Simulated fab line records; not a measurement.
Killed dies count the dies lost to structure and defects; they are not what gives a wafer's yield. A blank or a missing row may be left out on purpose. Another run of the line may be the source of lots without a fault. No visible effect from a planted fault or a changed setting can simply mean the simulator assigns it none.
fab line records | flow ritCmos
[record] lots = 13 | wafers = 39 | lastDay = 8
route steps=202 shown FOX2@80 NLDD@112 SDANNEAL@154 SILICIDE@163 M1@202
lots that met no fault: taken from a fault-free run of the same line
startH: start of the lot's first displayed wafer, in hours after the record's first day | waitH: hours from the lot's prior step to this one | " identical to the entry in the row above | L1.1+2: a single row standing in for several wafers | - no value, or no start given | * or withheld: withheld | < > ~ a bound
route shown NAME@n: NAME is a module with steps in the file, n the number in the route of the first one | usual: mean/standard deviation taken from wafers without a fault | same: alike in all rows | chamber/n: place in a boat | sites: the reading at each site | _std_site: the values' standard deviation | _edge_site: inner sites' mean taken away from outer sites' mean | radiusMm: how far each site lies from the wafer's centre | mask NAME#n: copy n | behind: the most recent tool/chamber to have shaped the wafer | hold: cause of the lot's hold/its duration in hours/its outcome | device: names the non-switching transistor (n, p or np) | end of line: tests of these same wafers at the route's end | for a step that has no rows: nothing shown but its recipe | killed: dies lost to structure and defects at the first sort, not the wafer's yield | map: the dies of a wafer, with x for killed, . for not killed, _ for no die there
set.NAME: the setting as run; set.NAME@STEP: as run at that earlier step | model.NAME: the simulator's own value behind a step, which no gauge read
a sample of lots followed through the steps of the route, with each step as a table and each wafer as a row
services: from which hour (startH, from the record's first day; less than 0 if before it) a tool's chamber was out of use, for how many hours, and why
[[steps]]
[step RIT_FOX2_THK_MEAS_91]
[recipe] reads = SiO2_of_FOX2_OXIDATION_00
[usual] FIELD_OXIDE_LEFT_2_THK = 254/7.8
lot.wafer | tool         | chamber | startH | waitH | FIELD_OXIDE_LEFT_2_THK[nm]
L936.2    | filmMetro-02 | -       | 34.05  | 0.0   | 256
L936.4    | "            | -       | "      | "     | 252
L936.6    | "            | -       | "      | "     | 253
L939.1    | filmMetro-01 | -       | 46.93  | 0.0   | 238
L939.2    | "            | -       | "      | "     | 241
L939.3    | "            | -       | "      | "     | 244
L940.1    | filmMetro-02 | -       | 60.27  | 0.0   | 249
L940.3    | "            | -       | "      | "     | 257
L940.5    | "            | -       | "      | "     | 253
L941.1    | filmMetro-04 | -       | 65.44  | 0.0   | 253
L941.2    | "            | -       | "      | "     | 255
L941.4    | "            | -       | "      | "     | 253
L943.1    | filmMetro-04 | -       | 76.18  | 0.0   | 257
L943.3    | "            | -       | "      | "     | 254
L943.4    | "            | -       | "      | "     | 251
L944.1    | filmMetro-02 | -       | 77.80  | 0.0   | 261
L944.2    | "            | -       | "      | "     | 254
L944.4    | "            | -       | "      | "     | 257
L948.2    | filmMetro-01 | -       | 96.53  | 0.0   | 255
L948.3    | "            | -       | "      | "     | 257
L948.5    | "            | -       | "      | "     | 252
L949.2    | filmMetro-04 | -       | 99.49  | 0.0   | 257
L949.4    | "            | -       | "      | "     | 254
L949.5    | "            | -       | "      | "     | 252
L952.2    | filmMetro-04 | -       | 114.66 | 0.0   | 241
L952.4    | "            | -       | "      | "     | 246
L952.5    | "            | -       | "      | "     | 243
L955.1    | filmMetro-02 | -       | 130.49 | 0.0   | 263
L955.4    | "            | -       | "      | "     | 256
L955.6    | "            | -       | "      | "     | 256
L956.1    | filmMetro-04 | -       | 134.29 | 0.0   | 261
L956.3    | "            | -       | "      | "     | 259
L956.4    | "            | -       | "      | "     | 261
L958.3    | filmMetro-04 | -       | 143.17 | 0.0   | 256
L958.4    | "            | -       | "      | "     | 257
L958.5    | "            | -       | "      | "     | 255
L959.2    | filmMetro-04 | -       | 149.63 | 0.0   | 255
L959.5    | "            | -       | "      | "     | 258
L959.6    | "            | -       | "      | "     | 256
[step RIT_NLDD_STRIP_09]
[recipe] chemistry = O2 | timeS = 180 | resist = NOVOLAK | platenTempC = withheld | powerW = 500 | pressureMtorr = 3855 | o2FlowSccm = 4000
[usual] drypumpMotorCurrentA = 5.8/0.34
lot.wafer | tool           | chamber | startH | waitH | drypumpMotorCurrentA | rfHoursCounterH
L936.2    | plasmaAsher-03 | 1       | 49.82  | 0.1   | 5.5                  | 27
L936.4    | "              | 1       | "      | "     | 5.5                  | -
L936.6    | "              | 1       | "      | "     | 5.5                  | -
L939.1    | plasmaAsher-04 | 0       | 63.68  | 0.1   | 6.0                  | 43
L939.2    | "              | 1       | "      | "     | 5.8                  | 43
L939.3    | "              | 0       | "      | "     | 6.0                  | -
L940.1    | plasmaAsher-02 | 1       | 73.66  | 0.1   | 6.6                  | 42
L940.3    | "              | 1       | "      | "     | 6.5                  | -
L940.5    | "              | 0       | "      | "     | 5.7                  | -
L941.1    | plasmaAsher-03 | 1       | 79.40  | 0.1   | 5.5                  | 30
L941.2    | "              | 0       | "      | "     | 5.5                  | 30
L941.4    | "              | 1       | "      | "     | 5.5                  | -
L943.1    | plasmaAsher-02 | 0       | 88.34  | 0.1   | 5.7                  | 44
L943.3    | "              | 0       | "      | "     | 5.7                  | -
L943.4    | "              | 1       | "      | "     | 6.6                  | -
L944.1    | plasmaAsher-04 | 1       | 88.53  | 0.1   | 5.8                  | 46
L944.2    | "              | 0       | "      | "     | 6.0                  | 46
L944.4    | "              | 0       | "      | "     | 6.0                  | -
L948.2    | plasmaAsher-03 | 0       | 106.61 | 0.1   | 5.5                  | 33
L948.3    | "              | 1       | "      | "     | 5.4                  | -
L948.5    | "              | 0       | "      | "     | 5.5                  | -
L949.2    | plasmaAsher-02 | 1       | 111.82 | 0.1   | 6.5                  | 47
L949.4    | "              | 0       | "      | "     | 5.7                  | -
L949.5    | "              | 0       | "      | "     | 5.7                  | -
L952.2    | plasmaAsher-03 | 0       | 125.14 | 0.1   | 5.5                  | 35
L952.4    | "              | 0       | "      | "     | 5.5                  | -
L952.5    | "              | 1       | "      | "     | 5.4                  | -
L955.1    | plasmaAsher-02 | 0       | 141.34 | 0.1   | 5.7                  | 51
L955.4    | "              | 0       | "      | "     | 5.7                  | -
L955.6    | "              | 1       | "      | "     | 6.6                  | -
L956.1    | plasmaAsher-03 | 1       | 146.08 | 0.1   | 5.5                  | 37
L956.3    | "              | 0       | "      | "     | 5.6                  | -
L956.4    | "              | 1       | "      | "     | 5.4                  | -
L958.3    | plasmaAsher-04 | 0       | 160.92 | 0.1   | 6.0                  | -
L958.4    | "              | 1       | "      | "     | 5.8                  | -
L958.5    | "              | 0       | "      | "     | 6.0                  | -
L959.2    | plasmaAsher-04 | 1       | 164.71 | 0.1   | 5.8                  | 54
L959.5    | "              | 0       | "      | "     | 6.0                  | -
L959.6    | "              | 1       | "      | "     | 5.8                  | -
[step RIT_SDANNEAL_CLEAN_01]
[recipe] chemistry = dHF | dilution = 50:1 | timeS = 30
[usual] runLengthS = 59.0/2.8
lot.wafer | tool        | chamber | startH | waitH | runLengthS
L936.2    | wetBench-04 | 0       | 57.40  | 0.0   | 57.4
L936.4    | "           | 0       | "      | "     | 57.4
L936.6    | "           | 0       | "      | "     | 57.4
L939.1    | wetBench-02 | 0       | 72.85  | 0.0   | 57.3
L939.2    | "           | 0       | "      | "     | 57.3
L939.3    | "           | 0       | "      | "     | 57.3
L940.1    | wetBench-04 | 1       | 81.26  | 0.0   | 55.8
L940.3    | "           | 1       | "      | "     | 55.8
L940.5    | "           | 1       | "      | "     | 55.8
L941.1    | wetBench-02 | 1       | 87.29  | 0.0   | 58.6
L941.2    | "           | 1       | "      | "     | 58.6
L941.4    | "           | 1       | "      | "     | 58.6
L944.1    | wetBench-03 | 3       | 96.07  | 0.0   | 63.3
L944.2    | "           | 3       | "      | "     | 63.3
L944.4    | "           | 3       | "      | "     | 63.3
L943.1    | wetBench-02 | 2       | 96.60  | 0.0   | 55.2
L943.3    | "           | 2       | "      | "     | 55.2
L943.4    | "           | 2       | "      | "     | 55.2
L948.2    | wetBench-02 | 1       | 114.14 | 0.0   | 183.5
L948.3    | "           | 1       | "      | "     | 183.5
L948.5    | "           | 1       | "      | "     | 183.5
L949.2    | wetBench-03 | 3       | 120.23 | 0.0   | 58.3
L949.4    | "           | 3       | "      | "     | 58.3
L949.5    | "           | 3       | "      | "     | 58.3
L952.2    | wetBench-04 | 2       | 132.56 | 0.0   | 61.8
L952.4    | "           | 2       | "      | "     | 61.8
L952.5    | "           | 2       | "      | "     | 61.8
L955.1    | wetBench-04 | 0       | 155.08 | 0.0   | 57.3
L955.4    | "           | 0       | "      | "     | 57.3
L955.6    | "           | 0       | "      | "     | 57.3
L956.1    | wetBench-04 | 2       | 155.40 | 0.0   | 56.3
L956.3    | "           | 2       | "      | "     | 56.3
L956.4    | "           | 2       | "      | "     | 56.3
L958.3    | wetBench-04 | 1       | 168.55 | 0.0   | 55.4
L958.4    | "           | 1       | "      | "     | 55.4
L958.5    | "           | 1       | "      | "     | 55.4
L959.2    | wetBench-04 | 1       | 173.73 | 0.0   | 61.1
L959.5    | "           | 1       | "      | "     | 61.1
L959.6    | "           | 1       | "      | "     | 61.1
[step RIT_SILICIDE_RS_MEAS_02]
[recipe] thkMeasGauge = four-point-probe | reads = Ti_of_SILICIDE_SPUTTER_01
[usual] SILICIDE_TI_RS = 47.3/0.54
lot.wafer | tool         | chamber | startH | waitH | SILICIDE_TI_RS[ohm/sq]
L936.2    | filmMetro-02 | -       | 58.31  | 0.1   | 47.2
L936.4    | "            | -       | "      | "     | 47.7
L936.6    | "            | -       | "      | "     | 47.8
L939.1    | filmMetro-02 | -       | 73.75  | 0.1   | 46.9
L939.2    | "            | -       | "      | "     | 46.9
L939.3    | "            | -       | "      | "     | 47.0
L940.1    | filmMetro-02 | -       | 82.16  | 0.1   | 47.0
L940.3    | "            | -       | "      | "     | 47.5
L940.5    | "            | -       | "      | "     | 47.8
L941.1    | filmMetro-01 | -       | 88.18  | 0.1   | 47.0
L941.2    | "            | -       | "      | "     | 47.6
L941.4    | "            | -       | "      | "     | 47.6
L944.1    | filmMetro-02 | -       | 96.96  | 0.1   | 46.1
L944.2    | "            | -       | "      | "     | 46.8
L944.4    | "            | -       | "      | "     | 46.8
L943.1    | filmMetro-04 | -       | 97.49  | 0.1   | 47.2
L943.3    | "            | -       | "      | "     | 46.8
L943.4    | "            | -       | "      | "     | 46.8
L948.2    | filmMetro-02 | -       | 115.07 | 0.1   | 46.5
L948.3    | "            | -       | "      | "     | 46.5
L948.5    | "            | -       | "      | "     | 47.1
L949.2    | filmMetro-04 | -       | 121.19 | 0.1   | 46.4
L949.4    | "            | -       | "      | "     | 46.9
L949.5    | "            | -       | "      | "     | 47.1
L952.2    | filmMetro-02 | -       | 133.52 | 0.1   | 46.7
L952.4    | "            | -       | "      | "     | 47.2
L952.5    | "            | -       | "      | "     | 47.6
L955.1    | filmMetro-02 | -       | 155.97 | 0.1   | 46.5
L955.4    | "            | -       | "      | "     | 46.7
L955.6    | "            | -       | "      | "     | 46.8
L956.1    | filmMetro-04 | -       | 156.29 | 0.1   | 48.1
L956.3    | "            | -       | "      | "     | 47.4
L956.4    | "            | -       | "      | "     | 48.3
L958.3    | filmMetro-02 | -       | 169.69 | 0.1   | 47.2
L958.4    | "            | -       | "      | "     | 47.4
L958.5    | "            | -       | "      | "     | 47.7
L959.2    | filmMetro-04 | -       | 174.67 | 0.1   | 47.3
L959.5    | "            | -       | "      | "     | 47.9
L959.6    | "            | -       | "      | "     | 47.7
[step RIT_M1_PROBE_99]
[usual] killedAtContacts = 0.0/0.2 | killedAtFrontEnd = 6.8/3 | killedDies = 6.9/3 | killedOpen = 3.3/1.9 | killedShort = 3.6/1.9
[same] grossDies = 264 | killed_at_M0_to_M3 = 0 | killed_at_M4_up = 0 | killedAtBackSide = 0 | killedAtOther = 0
lot.wafer | tool      | chamber | startH | waitH | killedAtContacts | killedAtFrontEnd | killedDies | killedOpen | killedShort
L936.2    | prober-02 | -       | 65.14  | 0.1   | 0                | 3                | 3          | 1          | 2
L936.4    | prober-02 | -       | 65.24  | 0.2   | 0                | 0                | 0          | 0          | 0
L936.6    | prober-02 | -       | 65.34  | 0.2   | 0                | 5                | 5          | 3          | 2
L939.1    | prober-01 | -       | 80.70  | 0.1   | 0                | 8                | 8          | 4          | 4
L939.2    | prober-01 | -       | 80.75  | 0.1   | 0                | 6                | 6          | 3          | 3
L939.3    | prober-01 | -       | 80.80  | 0.2   | 0                | 8                | 8          | 1          | 7
L940.1    | prober-02 | -       | 89.00  | 0.1   | 0                | 6                | 6          | 2          | 4
L940.3    | prober-02 | -       | 89.10  | 0.2   | 0                | 6                | 6          | 3          | 3
L940.5    | prober-02 | -       | 89.20  | 0.2   | 0                | 3                | 3          | 2          | 1
L941.1    | prober-01 | -       | 94.95  | 0.1   | 0                | 10               | 10         | 7          | 3
L941.2    | prober-01 | -       | 95.00  | 0.1   | 0                | 8                | 8          | 3          | 5
L941.4    | prober-01 | -       | 95.10  | 0.2   | 0                | 5                | 5          | 1          | 4
L944.1    | prober-01 | -       | 104.03 | 0.1   | 0                | 15               | 15         | 5          | 10
L944.2    | prober-01 | -       | 104.08 | 0.1   | 0                | 9                | 9          | 3          | 6
L944.4    | prober-01 | -       | 104.18 | 0.2   | 0                | 11               | 11         | 9          | 2
L943.1    | prober-02 | -       | 105.53 | 0.1   | 0                | 9                | 9          | 4          | 5
L943.3    | prober-02 | -       | 105.63 | 0.2   | 0                | 10               | 10         | 6          | 4
L943.4    | prober-02 | -       | 105.68 | 0.2   | 0                | 14               | 14         | 7          | 7
L948.2    | prober-02 | -       | 122.39 | 0.1   | 0                | 7                | 7          | 4          | 3
L948.3    | prober-02 | -       | 122.44 | 0.2   | 0                | 5                | 5          | 1          | 4
L948.5    | prober-02 | -       | 122.54 | 0.2   | 0                | 6                | 6          | 4          | 2
L949.2    | prober-01 | -       | 128.32 | 0.1   | 0                | 11               | 11         | 5          | 6
L949.4    | prober-01 | -       | 128.42 | 0.2   | 0                | 7                | 7          | 4          | 3
L949.5    | prober-01 | -       | 128.47 | 0.2   | 0                | 9                | 9          | 5          | 4
L952.2    | prober-02 | -       | 140.30 | 0.1   | 1                | 8                | 9          | 5          | 4
L952.4    | prober-02 | -       | 140.40 | 0.2   | 0                | 8                | 8          | 3          | 5
L952.5    | prober-02 | -       | 140.45 | 0.2   | 0                | 6                | 6          | 5          | 1
L955.1    | prober-01 | -       | 163.09 | 0.1   | 0                | 6                | 6          | 2          | 4
L955.4    | prober-01 | -       | 163.24 | 0.2   | 0                | 3                | 3          | 0          | 3
L955.6    | prober-01 | -       | 163.34 | 0.2   | 0                | 7                | 7          | 1          | 6
L956.1    | prober-02 | -       | 164.59 | 0.1   | 0                | 5                | 5          | 2          | 3
L956.3    | prober-02 | -       | 164.69 | 0.2   | 0                | 5                | 5          | 1          | 4
L956.4    | prober-02 | -       | 164.74 | 0.2   | 0                | 4                | 4          | 4          | 0
L958.3    | prober-02 | -       | 176.73 | 0.2   | 0                | 6                | 6          | 5          | 1
L958.4    | prober-02 | -       | 176.78 | 0.2   | 0                | 2                | 2          | 1          | 1
L958.5    | prober-02 | -       | 176.83 | 0.2   | 0                | 9                | 9          | 5          | 4
L959.2    | prober-02 | -       | 182.13 | 0.1   | 0                | 3                | 3          | 2          | 1
L959.5    | prober-02 | -       | 182.28 | 0.2   | 0                | 5                | 5          | 1          | 4
L959.6    | prober-02 | -       | 182.33 | 0.2   | 0                | 7                | 7          | 4          | 3
// killed by level:class
L936.2 FOX2:geometricParticle:open=1 GATE:geometricParticle:short=1 REOX:geometricParticle:short=1
L936.4
L936.6 FOX2:geometricParticle:open=2 GATE:geometricParticle:short=1 REOX:geometricParticle:short=1 REOX:geometricParticle:open=1
L939.1 GATE:geometricParticle:short=3 GATE:geometricParticle:open=2 SILICIDE:geometricParticle:open=2 FOX1:geometricParticle:short=1
L939.2 GATE:geometricParticle:short=2 SILICIDE:geometricParticle:open=2 GATE:geometricParticle:open=1 SILICIDE:geometricParticle:short=1
L939.3 FOX1:geometricParticle:short=4 SILICIDE:geometricParticle:short=2 GATE:geometricParticle:open=1 SPACER:geometricParticle:short=1
L940.1 GATE:geometricParticle:short=2 FOX1:geometricParticle:open=1 FOX1:geometricParticle:short=1 GATE:geometricParticle:open=1 SILICIDE:geometricParticle:short=1
L940.3 SILICIDE:geometricParticle:short=2 FOX1:geometricParticle:open=1 REOX:geometricParticle:open=1 SPACER:geometricParticle:short=1 SILICIDE:geometricParticle:open=1
L940.5 FOX1:geometricParticle:open=1 GATE:geometricParticle:open=1 GATE:geometricParticle:short=1
L941.1 GATE:geometricParticle:open=6 GATE:geometricParticle:short=2 FOX2:geometricParticle:short=1 SILICIDE:geometricParticle:open=1
L941.2 GATE:geometricParticle:short=2 GATE:geometricParticle:open=2 FOX1:geometricParticle:short=1 SPACER:geometricParticle:short=1 SILICIDE:geometricParticle:open=1 SILICIDE:geometricParticle:short=1
L941.4 FOX1:geometricParticle:short=1 GATE:geometricParticle:open=1 GATE:geometricParticle:short=1 REOX:geometricParticle:short=1 SPACER:geometricParticle:short=1
L944.1 FOX1:geometricParticle:short=4 GATE:geometricParticle:short=4 GATE:geometricParticle:open=3 FOX1:geometricParticle:open=1 REOX:geometricParticle:short=1 SPACER:geometricParticle:open=1 SPACER:geometricParticle:short=1
L944.2 FOX1:geometricParticle:short=2 SILICIDE:geometricParticle:short=2 FOX1:geometricParticle:open=1 GATE:geometricParticle:open=1 GATE:geometricParticle:short=1 SPACER:geometricParticle:open=1 SPACER:geometricParticle:short=1
L944.4 FOX1:geometricParticle:open=2 GATE:geometricParticle:open=2 REOX:geometricParticle:open=2 SILICIDE:geometricParticle:open=2 REOX:geometricParticle:short=1 SPACER:geometricParticle:short=1 SPACER:geometricParticle:open=1
L943.1 SPACER:geometricParticle:open=3 FOX1:geometricParticle:short=2 GATE:geometricParticle:short=2 FOX2:geometricParticle:open=1 SILICIDE:geometricParticle:short=1
L943.3 SPACER:geometricParticle:short=4 FOX1:geometricParticle:open=2 SPACER:geometricParticle:open=2 FOX2:geometricParticle:open=1 SILICIDE:geometricParticle:open=1
L943.4 FOX1:geometricParticle:open=3 FOX1:geometricParticle:short=2 SPACER:geometricParticle:open=2 SPACER:geometricParticle:short=2 SILICIDE:geometricParticle:short=2 FOX2:geometricParticle:short=1 GATE:geometricParticle:open=1 SILICIDE:geometricParticle:open=1
L948.2 GATE:geometricParticle:open=2 REOX:geometricParticle:short=2 FOX2:geometricParticle:open=1 FOX2:geometricParticle:short=1 SPACER:geometricParticle:open=1
L948.3 SILICIDE:geometricParticle:short=2 FOX1:geometricParticle:short=1 GATE:geometricParticle:short=1 SILICIDE:geometricParticle:open=1
L948.5 GATE:geometricParticle:open=2 REOX:geometricParticle:short=2 SPACER:geometricParticle:open=1 SILICIDE:geometricParticle:open=1
L949.2 GATE:geometricParticle:short=3 FOX2:geometricParticle:short=2 REOX:geometricParticle:open=2 FOX1:geometricParticle:short=1 FOX1:geometricParticle:open=1 FOX2:geometricParticle:open=1 GATE:geometricParticle:open=1
L949.4 FOX2:geometricParticle:open=2 GATE:geometricParticle:short=2 FOX1:geometricParticle:open=1 FOX1:geometricParticle:short=1 GATE:geometricParticle:open=1
L949.5 GATE:geometricParticle:short=3 GATE:geometricParticle:open=2 FOX2:geometricParticle:short=1 FOX2:geometricParticle:open=1 REOX:geometricParticle:open=1 SPACER:geometricParticle:open=1
L952.2 SPACER:geometricParticle:open=3 GATE:geometricParticle:short=2 REOX:geometricParticle:open=1 REOX:geometricParticle:short=1 SPACER:geometricParticle:short=1 CONTACT:geometricParticle:open=1
L952.4 GATE:geometricParticle:short=2 SPACER:geometricParticle:open=2 FOX1:geometricParticle:short=1 GATE:geometricParticle:open=1 SILICIDE:geometricParticle:short=1 SPACER:geometricParticle:short=1
L952.5 GATE:geometricParticle:open=2 REOX:geometricParticle:open=2 REOX:geometricParticle:short=1 SILICIDE:geometricParticle:open=1
L955.1 FOX2:geometricParticle:short=1 GATE:geometricParticle:short=1 GATE:geometricParticle:open=1 REOX:geometricParticle:short=1 SILICIDE:geometricParticle:open=1 SILICIDE:geometricParticle:short=1
L955.4 GATE:geometricParticle:short=3
L955.6 REOX:geometricParticle:short=2 SPACER:geometricParticle:short=2 GATE:geometricParticle:short=1 SILICIDE:geometricParticle:short=1 SILICIDE:geometricParticle:open=1
L956.1 REOX:geometricParticle:short=2 REOX:geometricParticle:open=1 SPACER:geometricParticle:short=1 SPACER:geometricParticle:open=1
L956.3 FOX2:geometricParticle:open=1 FOX2:geometricParticle:short=1 REOX:geometricParticle:short=1 SPACER:geometricParticle:short=1 SILICIDE:geometricParticle:short=1
L956.4 GATE:geometricParticle:open=2 ACTIVE:geometricParticle:open=1 SPACER:geometricParticle:open=1
L958.3 REOX:geometricParticle:open=2 SPACER:geometricParticle:open=2 GATE:geometricParticle:open=1 SILICIDE:geometricParticle:short=1
L958.4 FOX1:geometricParticle:open=1 GATE:geometricParticle:short=1
L958.5 REOX:geometricParticle:open=2 FOX1:geometricParticle:open=1 FOX2:geometricParticle:short=1 GATE:geometricParticle:open=1 GATE:geometricParticle:short=1 REOX:geometricParticle:short=1 SPACER:geometricParticle:short=1 SILICIDE:geometricParticle:open=1
L959.2 REOX:geometricParticle:open=2 REOX:geometricParticle:short=1
L959.5 GATE:geometricParticle:short=2 ACTIVE:geometricParticle:short=1 GATE:geometricParticle:open=1 SILICIDE:geometricParticle:short=1
L959.6 SILICIDE:geometricParticle:open=2 FOX1:geometricParticle:short=1 REOX:geometricParticle:open=1 REOX:geometricParticle:short=1 SPACER:geometricParticle:open=1 SILICIDE:geometricParticle:short=1
[[services]]
tool           | chamber | startH | hours | kind
plasmaAsher-04 | -       | 46.25  | 2.0   | repair
plasmaAsher-02 | -       | 142.05 | 0.5   | repair
[[key]]
[firstSign] step = RIT_SDANNEAL_CLEAN_01 | reading = runLengthS | direction = up | sigmas = 44 | usual = * | struck = *
effect none on later readings
metAt RIT_SDANNEAL_CLEAN_01
struckLots L948
struckWafers L948.2,L948.3,L948.5
testerLeftOut L948
notActingAt RIT_FOX2_THK_MEAS_91,RIT_NLDD_STRIP_09,RIT_SILICIDE_RS_MEAS_02
onsetBetween 87.29 114.14
[fault] kind = processParameterDrift | tool = wetBench-02 | chamber = 1 | onsetH = 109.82 | steps = RIT_SDANNEAL_CLEAN_01 | channel = timeS | offset = * | shape = step | endH = 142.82 | actsIn = * | stated = *
// testerLeftOut: of these lots the tester's yield and bins aren't shown, on N5 and GAA mostly nor the transistor test; their killed dies are dies lost to structure and defects alone, not to doping, threshold or leakage, so they don't give the yield
